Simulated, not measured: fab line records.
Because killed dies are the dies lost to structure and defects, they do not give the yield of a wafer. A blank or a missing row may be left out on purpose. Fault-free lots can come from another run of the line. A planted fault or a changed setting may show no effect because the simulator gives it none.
fab line records + flow ritCmos
record:
- lots: 14
- wafers: 42
- lastDay: 7
route steps=202 shown SILICIDE@165 M1@184
lots that met no fault: from a run of the same line without faults
startH: start of the lot's first displayed wafer, in hours after the record's first day + waitH: how many hours have passed since the lot's step before this one + " unchanged from the row above + L1.1+2: several wafers, shown together as one row + - no value, or no start given + * or withheld: withheld + < > ~ a bound
route shown NAME@n: a module of which the file shows steps, and the number in the route of the first + usual: the fault-free wafers' mean and standard deviation + same: alike in all rows + chamber/n: place in a boat + sites: readings site by site + _std_site: standard deviation across them + _edge_site: outer sites' mean less inner sites' + radiusMm: how far each site lies from the wafer's centre + mask NAME#n: copy n + behind: the most recent tool/chamber to have shaped the wafer + hold: reason for holding the lot/hours on hold/outcome of the hold + device: which transistor (n, p or np) failed to switch + end of line: the route-end tests of the same wafers + a step without rows: its recipe alone + killed: dies lost to structure and defects at the first sort, not the wafer's yield + map: the dies of a wafer, with x for killed, . for not killed, _ for no die there
set.NAME: the setting that was run; set.NAME@STEP: the one run at that earlier step + model.NAME: the simulator's own value behind a step, which no gauge read
route steps across a sampled set of lots; one table per step, one row per wafer
services: a tool's chamber out of use, with start hour (startH, from the record's first day; less than 0 if before it), hours out, and reason
== steps ==
step: RIT_SILICIDE_RTA_04
recipe:
- tempC: 650
- timeS: 10
- idleTempC: 25
- rampUpS: 5
- rampDownS: 5
- coolToC: 25
- ambient: N2
usual:
- wafer_temp_C_max: 653.5/0.71
| lot.wafer | tool         | chamber | startH | waitH | wafer_temp_C_max |
|-----------|--------------|---------|--------|-------|------------------|
| L739.2    | rtpAnneal-01 | 0       | 60.76  | 0.1   | 654.0            |
| L739.5    | "            | 0       | "      | "     | 653.2            |
| L739.6    | "            | 0       | "      | "     | 653.3            |
| L740.1    | rtpAnneal-01 | 0       | 66.08  | 0.1   | 652.7            |
| L740.2    | "            | 0       | "      | "     | 653.8            |
| L740.4    | "            | 0       | "      | "     | 652.5            |
| L741.1    | rtpAnneal-01 | 0       | 66.20  | 0.1   | 653.6            |
| L741.2    | "            | 0       | "      | "     | 653.4            |
| L741.3    | "            | 0       | "      | "     | 652.7            |
| L742.2    | rtpAnneal-02 | 0       | 73.93  | 0.1   | 652.8            |
| L742.3    | "            | 0       | "      | "     | 653.0            |
| L742.5    | "            | 0       | "      | "     | 653.8            |
| L743.1    | rtpAnneal-01 | 0       | 77.32  | 0.1   | 653.3            |
| L743.2    | "            | 0       | "      | "     | 653.9            |
| L743.5    | "            | 0       | "      | "     | 654.3            |
| L748.1    | rtpAnneal-02 | 0       | 107.97 | 0.1   | 657.4            |
| L748.3    | "            | 0       | "      | "     | 656.9            |
| L748.4    | "            | 0       | "      | "     | 657.5            |
| L750.1    | rtpAnneal-02 | 0       | 117.80 | 0.1   | 657.1            |
| L750.2    | "            | 0       | "      | "     | 657.8            |
| L750.5    | "            | 0       | "      | "     | 657.5            |
| L752.1    | rtpAnneal-01 | 0       | 133.35 | 0.1   | 653.9            |
| L752.2    | "            | 0       | "      | "     | 654.3            |
| L752.3    | "            | 0       | "      | "     | 654.3            |
| L755.2    | rtpAnneal-01 | 0       | 144.13 | 0.1   | 653.0            |
| L755.4    | "            | 0       | "      | "     | 653.6            |
| L755.6    | "            | 0       | "      | "     | 653.8            |
| L757.3    | rtpAnneal-01 | 0       | 152.05 | 0.1   | 653.2            |
| L757.4    | "            | 0       | "      | "     | 652.9            |
| L757.5    | "            | 0       | "      | "     | 654.1            |
| L759.2    | rtpAnneal-01 | 0       | 156.61 | 0.1   | 652.6            |
| L759.3    | "            | 0       | "      | "     | 654.2            |
| L759.5    | "            | 0       | "      | "     | 653.0            |
| L758.1    | rtpAnneal-01 | 0       | 156.77 | 0.1   | 654.0            |
| L758.3    | "            | 0       | "      | "     | 654.2            |
| L758.5    | "            | 0       | "      | "     | 653.5            |
| L761.1    | rtpAnneal-01 | 0       | 169.04 | 0.1   | 654.7            |
| L761.3    | "            | 0       | "      | "     | 653.1            |
| L761.4    | "            | 0       | "      | "     | 653.6            |
| L762.1    | rtpAnneal-02 | 0       | 171.65 | 0.1   | 652.5            |
| L762.2    | "            | 0       | "      | "     | 653.2            |
| L762.5    | "            | 0       | "      | "     | 652.7            |
step: RIT_M1_SPUTTER_00
recipe:
- material: Al
- targetThkNm: 400
- powerW: 2000
- chamberPressurePa: 0.4
- gas: Ar
- timeS: 491.7
- substrateTempC: 25
usual:
- throttleValvePct: 30.1/1.1
| lot.wafer | tool          | chamber | startH | waitH | throttleValvePct |
|-----------|---------------|---------|--------|-------|------------------|
| L739.2    | pvdSputter-03 | -       | 63.15  | 0.0   | 30.0             |
| L739.5    | "             | -       | "      | "     | 28.4             |
| L739.6    | "             | -       | "      | "     | 30.0             |
| L740.1    | pvdSputter-02 | -       | 68.60  | 0.0   | 31.1             |
| L740.2    | "             | -       | "      | "     | 30.7             |
| L740.4    | "             | -       | "      | "     | 31.9             |
| L741.1    | pvdSputter-04 | -       | 68.75  | 0.0   | 30.1             |
| L741.2    | "             | -       | "      | "     | 29.6             |
| L741.3    | "             | -       | "      | "     | 32.2             |
| L742.2    | pvdSputter-03 | -       | 76.44  | 0.0   | 28.7             |
| L742.3    | "             | -       | "      | "     | 28.7             |
| L742.5    | "             | -       | "      | "     | 28.6             |
| L743.1    | pvdSputter-04 | -       | 79.88  | 0.0   | 32.3             |
| L743.2    | "             | -       | "      | "     | 30.1             |
| L743.5    | "             | -       | "      | "     | 31.9             |
| L748.1    | pvdSputter-02 | -       | 110.51 | 0.0   | 32.0             |
| L748.3    | "             | -       | "      | "     | 31.2             |
| L748.4    | "             | -       | "      | "     | 30.9             |
| L750.1    | pvdSputter-03 | -       | 120.34 | 0.0   | 29.5             |
| L750.2    | "             | -       | "      | "     | 28.6             |
| L750.5    | "             | -       | "      | "     | 28.5             |
| L752.1    | pvdSputter-03 | -       | 136.07 | 0.0   | 29.0             |
| L752.2    | "             | -       | "      | "     | 28.5             |
| L752.3    | "             | -       | "      | "     | 30.4             |
| L755.2    | pvdSputter-02 | -       | 146.84 | 0.0   | 32.1             |
| L755.4    | "             | -       | "      | "     | 30.8             |
| L755.6    | "             | -       | "      | "     | 30.8             |
| L757.3    | pvdSputter-02 | -       | 154.82 | 0.0   | 30.5             |
| L757.4    | "             | -       | "      | "     | 31.0             |
| L757.5    | "             | -       | "      | "     | 32.1             |
| L759.2    | pvdSputter-03 | -       | 159.12 | 0.0   | 28.4             |
| L759.3    | "             | -       | "      | "     | 29.6             |
| L759.5    | "             | -       | "      | "     | 29.5             |
| L758.1    | pvdSputter-02 | -       | 159.37 | 0.0   | 31.9             |
| L758.3    | "             | -       | "      | "     | 30.9             |
| L758.5    | "             | -       | "      | "     | 31.7             |
| L761.1    | pvdSputter-04 | -       | 171.65 | 0.0   | 30.0             |
| L761.3    | "             | -       | "      | "     | 29.9             |
| L761.4    | "             | -       | "      | "     | 30.0             |
| L762.1    | pvdSputter-03 | -       | 174.34 | 0.0   | 30.3             |
| L762.2    | "             | -       | "      | "     | 29.6             |
| L762.5    | "             | -       | "      | "     | 29.5             |
step: RIT_M1_RS_MEAS_01
recipe:
- thkMeasGauge: four-point-probe
- reads: Al_of_M1_SPUTTER_00
usual:
- M1_AL_RS: 0.0749/0.00071
| lot.wafer | tool         | chamber | startH | waitH | M1_AL_RS[ohm/sq] |
|-----------|--------------|---------|--------|-------|------------------|
| L739.2    | filmMetro-02 | -       | 63.47  | 0.2   | 0.0760           |
| L739.5    | "            | -       | "      | "     | 0.0755           |
| L739.6    | "            | -       | "      | "     | 0.0759           |
| L740.1    | filmMetro-04 | -       | 68.90  | 0.1   | 0.0738           |
| L740.2    | "            | -       | "      | "     | 0.0732           |
| L740.4    | "            | -       | "      | "     | 0.0739           |
| L741.1    | filmMetro-03 | -       | 69.05  | 0.1   | 0.0749           |
| L741.2    | "            | -       | "      | "     | 0.0756           |
| L741.3    | "            | -       | "      | "     | 0.0748           |
| L742.2    | filmMetro-02 | -       | 76.76  | 0.2   | 0.0746           |
| L742.3    | "            | -       | "      | "     | 0.0746           |
| L742.5    | "            | -       | "      | "     | 0.0744           |
| L743.1    | filmMetro-03 | -       | 80.17  | 0.1   | 0.0749           |
| L743.2    | "            | -       | "      | "     | 0.0749           |
| L743.5    | "            | -       | "      | "     | 0.0753           |
| L748.1    | filmMetro-03 | -       | 110.81 | 0.1   | 0.0748           |
| L748.3    | "            | -       | "      | "     | 0.0752           |
| L748.4    | "            | -       | "      | "     | 0.0748           |
| L750.1    | filmMetro-03 | -       | 120.63 | 0.1   | 0.0733           |
| L750.2    | "            | -       | "      | "     | 0.0736           |
| L750.5    | "            | -       | "      | "     | 0.0734           |
| L752.1    | filmMetro-02 | -       | 136.37 | 0.1   | 0.0745           |
| L752.2    | "            | -       | "      | "     | 0.0750           |
| L752.3    | "            | -       | "      | "     | 0.0755           |
| L755.2    | filmMetro-02 | -       | 147.16 | 0.2   | 0.0756           |
| L755.4    | "            | -       | "      | "     | 0.0761           |
| L755.6    | "            | -       | "      | "     | 0.0756           |
| L757.3    | filmMetro-03 | -       | 155.16 | 0.2   | 0.0739           |
| L757.4    | "            | -       | "      | "     | 0.0749           |
| L757.5    | "            | -       | "      | "     | 0.0742           |
| L759.2    | filmMetro-04 | -       | 159.44 | 0.2   | 0.0748           |
| L759.3    | "            | -       | "      | "     | 0.0746           |
| L759.5    | "            | -       | "      | "     | 0.0747           |
| L758.1    | filmMetro-03 | -       | 159.67 | 0.1   | 0.0757           |
| L758.3    | "            | -       | "      | "     | 0.0754           |
| L758.5    | "            | -       | "      | "     | 0.0748           |
| L761.1    | filmMetro-02 | -       | 171.95 | 0.1   | 0.0751           |
| L761.3    | "            | -       | "      | "     | 0.0752           |
| L761.4    | "            | -       | "      | "     | 0.0743           |
| L762.1    | filmMetro-02 | -       | 174.63 | 0.1   | 0.0747           |
| L762.2    | "            | -       | "      | "     | 0.0749           |
| L762.5    | "            | -       | "      | "     | 0.0753           |
step: RIT_M1_OVL_MEAS_10
usual:
- M1_OVL: -0.1/1.3
| lot.wafer | tool       | chamber | startH | waitH | M1_OVL[nm] |
|-----------|------------|---------|--------|-------|------------|
| L739.2    | overlay-02 | -       | 64.80  | 0.1   | -0.1       |
| L739.5    | "          | -       | "      | "     | -0.9       |
| L739.6    | "          | -       | "      | "     | 0.8        |
| L740.1    | overlay-01 | -       | 70.11  | 0.1   | -2.0       |
| L740.2    | "          | -       | "      | "     | -1.1       |
| L740.4    | "          | -       | "      | "     | -2.1       |
| L741.1    | overlay-01 | -       | 70.68  | 0.1   | 0.8        |
| L741.2    | "          | -       | "      | "     | 0.6        |
| L741.3    | "          | -       | "      | "     | -0.6       |
| L742.2    | overlay-01 | -       | 77.93  | 0.1   | -2.7       |
| L742.3    | "          | -       | "      | "     | -1.8       |
| L742.5    | "          | -       | "      | "     | 0.8        |
| L743.1    | overlay-01 | -       | 81.44  | 0.1   | -1.1       |
| L743.2    | "          | -       | "      | "     | -1.4       |
| L743.5    | "          | -       | "      | "     | 1.0        |
| L748.1    | overlay-02 | -       | 111.99 | 0.1   | 0.1        |
| L748.3    | "          | -       | "      | "     | -0.1       |
| L748.4    | "          | -       | "      | "     | 2.1        |
| L750.1    | overlay-02 | -       | 121.81 | 0.1   | -1.0       |
| L750.2    | "          | -       | "      | "     | 1.6        |
| L750.5    | "          | -       | "      | "     | -1.7       |
| L752.1    | overlay-01 | -       | 137.72 | 0.1   | 0.0        |
| L752.2    | "          | -       | "      | "     | -0.5       |
| L752.3    | "          | -       | "      | "     | 1.3        |
| L755.2    | overlay-01 | -       | 148.59 | 0.1   | -1.3       |
| L755.4    | "          | -       | "      | "     | -2.4       |
| L755.6    | "          | -       | "      | "     | -2.2       |
| L757.3    | overlay-01 | -       | 156.44 | 0.1   | 1.8        |
| L757.4    | "          | -       | "      | "     | 0.3        |
| L757.5    | "          | -       | "      | "     | 0.4        |
| L759.2    | overlay-01 | -       | 160.72 | 0.1   | 0.0        |
| L759.3    | "          | -       | "      | "     | 0.3        |
| L759.5    | "          | -       | "      | "     | 1.9        |
| L758.1    | overlay-02 | -       | 160.97 | 0.1   | -0.4       |
| L758.3    | "          | -       | "      | "     | -0.5       |
| L758.5    | "          | -       | "      | "     | 1.2        |
| L761.1    | overlay-01 | -       | 173.26 | 0.1   | 0.7        |
| L761.3    | "          | -       | "      | "     | 0.8        |
| L761.4    | "          | -       | "      | "     | -0.5       |
| L762.1    | overlay-02 | -       | 175.81 | 0.1   | -0.3       |
| L762.2    | "          | -       | "      | "     | -0.6       |
| L762.5    | "          | -       | "      | "     | 0.6        |
step: RIT_M1_PROBE_99
usual:
- killedAtFrontEnd: 7/3.2
- killedDies: 7/3.2
- killedOpen: 3.5/2.2
- killedShort: 3.6/2.1
same:
- grossDies: 264
- killed_at_M0_to_M3: 0
- killed_at_M4_up: 0
- killedAtBackSide: 0
- killedAtContacts: 0
- killedAtOther: 0
| lot.wafer | tool      | chamber | startH | waitH | killedAtFrontEnd | killedDies | killedOpen | killedShort |
|-----------|-----------|---------|--------|-------|------------------|------------|------------|-------------|
| L748.1    | prober-01 | -       | 114.53 | 0.1   | 12               | 12         | 6          | 6           |
| L748.3    | prober-01 | -       | 114.63 | 0.2   | 5                | 5          | 2          | 3           |
| L748.4    | prober-01 | -       | 114.68 | 0.2   | 11               | 11         | 6          | 5           |
| L750.1    | prober-01 | -       | 124.37 | 0.1   | 5                | 5          | 2          | 3           |
| L750.2    | prober-01 | -       | 124.42 | 0.1   | 9                | 9          | 7          | 2           |
| L750.5    | prober-01 | -       | 124.57 | 0.2   | 8                | 8          | 4          | 4           |
| L752.1    | prober-01 | -       | 140.26 | 0.1   | 3                | 3          | 2          | 1           |
| L752.2    | prober-01 | -       | 140.31 | 0.1   | 3                | 3          | 2          | 1           |
| L752.3    | prober-01 | -       | 140.36 | 0.2   | 6                | 6          | 5          | 1           |
killed by level:class
L748.1 SPACER:geometricParticle:open=3 REOX:geometricParticle:short=2 SPACER:geometricParticle:short=2 SILICIDE:geometricParticle:open=2 ACTIVE:geometricParticle:short=1 GATE:geometricParticle:short=1 REOX:geometricParticle:open=1
L748.3 GATE:geometricParticle:open=2 GATE:geometricParticle:short=2 SPACER:geometricParticle:short=1
L748.4 SPACER:geometricParticle:short=3 SPACER:geometricParticle:open=2 SILICIDE:geometricParticle:open=2 FOX1:geometricParticle:short=1 GATE:geometricParticle:open=1 REOX:geometricParticle:open=1 SILICIDE:geometricParticle:short=1
L750.1 SPACER:geometricParticle:short=2 FOX1:geometricParticle:short=1 GATE:geometricParticle:open=1 SPACER:geometricParticle:open=1
L750.2 SPACER:geometricParticle:open=3 GATE:geometricParticle:short=2 FOX1:geometricParticle:open=1 GATE:geometricParticle:open=1 REOX:geometricParticle:open=1 SILICIDE:geometricParticle:open=1
L750.5 GATE:geometricParticle:open=3 FOX1:geometricParticle:short=2 FOX2:geometricParticle:open=1 GATE:geometricParticle:short=1 SPACER:geometricParticle:short=1
L752.1 FOX2:geometricParticle:short=1 REOX:geometricParticle:open=1 SILICIDE:geometricParticle:open=1
L752.2 GATE:geometricParticle:open=2 FOX1:geometricParticle:short=1
L752.3 REOX:geometricParticle:open=2 FOX1:geometricParticle:open=1 GATE:geometricParticle:short=1 GATE:geometricParticle:open=1 SILICIDE:geometricParticle:open=1
== services ==
| tool          | chamber | startH | hours | kind   |
|---------------|---------|--------|-------|--------|
| pvdSputter-03 | -       | 67.58  | 1.9   | repair |
| rtpAnneal-02  | -       | 80.50  | 6.7   | pm     |
| pvdSputter-04 | -       | 109.23 | 4.8   | repair |
== key ==
firstSign:
- step: RIT_SILICIDE_RTA_04
- reading: wafer_temp_C_max
- direction: up
- sigmas: 5.5
- usual: *
- struck: *
effect none on later readings
metAt RIT_SILICIDE_RTA_04
struckLots L748,L750
testerLeftOut L748,L750
loopTrim:
- step: RIT_M1_EXPOSE_06
- setting: dose
- lots: L750
notActingAt RIT_M1_SPUTTER_00,RIT_M1_RS_MEAS_01,RIT_M1_OVL_MEAS_10
onsetBetween 73.93 107.97
fault:
- kind: processParameterDrift
- tool: rtpAnneal-02
- chamber: -
- onsetH: 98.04
- steps: RIT_SILICIDE_RTA_04
- channel: tempC
- offset: *
- shape: step
- endH: 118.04
- actsIn: *
- stated: *
testerLeftOut: of these lots the tester's yield and bins aren't shown, on N5 and GAA mostly nor the transistor test; their killed dies are dies lost to structure and defects alone, not to doping, threshold or leakage, so they don't give the yield
loopTrim: a control loop set the setting to another value than it would have without faults
